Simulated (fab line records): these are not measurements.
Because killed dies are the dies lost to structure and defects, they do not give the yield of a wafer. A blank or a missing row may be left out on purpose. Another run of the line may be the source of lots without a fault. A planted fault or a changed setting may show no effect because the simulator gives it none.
One fault through the eyes of 2 desks	flow berkeley-cmos170	only its own numbers are on each desk; what lay behind them is given at the end

## THE METROLOGY DESK
What the gauges read, lot by lot, whatever tool the lot ran on: means of the sampled wafers that have a number. Any lot whose mean is over 4 standard deviations away from the usual mean is out of limits and marked OUT; that distance is given in the brackets.
Columns: A = NWELL_OVL at UCB170_NWELL_OVL_MEAS_12, usual -3 nm; B = SPACER_TEOS_THK at UCB170_SPACER_THK_MEAS_01, usual 377 nm
lot	first seen here	A	B
L837	day 2 15:53	-8	380
L840	day 2 23:29	1	365
L839	day 3 00:07	6	375
L841	day 3 10:33	-10	375
L843	day 3 20:28	-3	379
L844	day 3 22:50	2	370
L846	day 4 07:27	-8	370
L850	day 5 06:03	-2	375
L851	day 5 13:56	3	378
L854	day 6 07:32	-5	376
L857	day 6 20:42	-7	382
L858	day 6 20:59	-9	374
L860	day 7 07:49	-3	379
L859	day 7 07:55	2	386
This desk's verdict: no lot among the 14 shows anything out of limits.

## THE TOOL OWNER'S DESK: plasma-asher-01
The tool's own readings at UCB170_M2_STRIP_07 (strips in O2): means of the sampled wafers that have a number, for each lot that ran on this tool. Any lot whose mean is over 4 standard deviations away from the usual mean is out of limits and marked OUT; that distance is given in the brackets.
Columns: A = drypump-motor-current-A at UCB170_M2_STRIP_07, usual 5.46 A; B = o2-flow-sccm at UCB170_M2_STRIP_07, usual 400.1 sccm; C = oes-product-au at UCB170_M2_STRIP_07, usual 0.735 a.u.; D = strip-time-to-endpoint-s at UCB170_M2_STRIP_07, usual 21.99 s
lot	first seen here	A	B	C	D
L837	day 8 15:47	5.67	399.7	0.734	22.06
L841	day 9 00:01	5.52	401.1	0.730	21.99
L839	day 9 00:23	5.51	400.4	0.734	22.01
L843	day 9 17:52	5.53	319.8 (-62) OUT	0.713 (-5.0) OUT	22.78 (+11) OUT
L846	day 10 07:24	5.38	318.2 (-63) OUT	0.716 (-4.2) OUT	22.89 (+13) OUT
L857	day 12 22:56	5.67	400.4	0.734	22.03
This desk's verdict: out of limits on L843, L846, starting with L843 at day 9 17:52 (o2-flow-sccm at UCB170_M2_STRIP_07). In limits: L837, L841, L839, L857.

## TAKEN TOGETHER
At day 9 17:52, on L843, L846, the tool owner's desk was in a position to raise an alarm.
The metrology desk saw nothing out of limits.
The metrology desk holds a record of L843, L846, inside its limits.
On plasma-asher-01, each named lot ran UCB170_M2_STRIP_07.

## WHAT HAD BEEN PUT IN BY THE SIMULATOR
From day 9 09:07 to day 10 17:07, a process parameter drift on plasma-asher-01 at UCB170_M2_STRIP_07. A move of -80 in setting o2-flow-sccm, from 400. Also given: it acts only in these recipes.
Shown lots that were struck: L843, L846.
Each desk's first reading out of limits, in hours after the fault started: the tool owner's desk, 9.
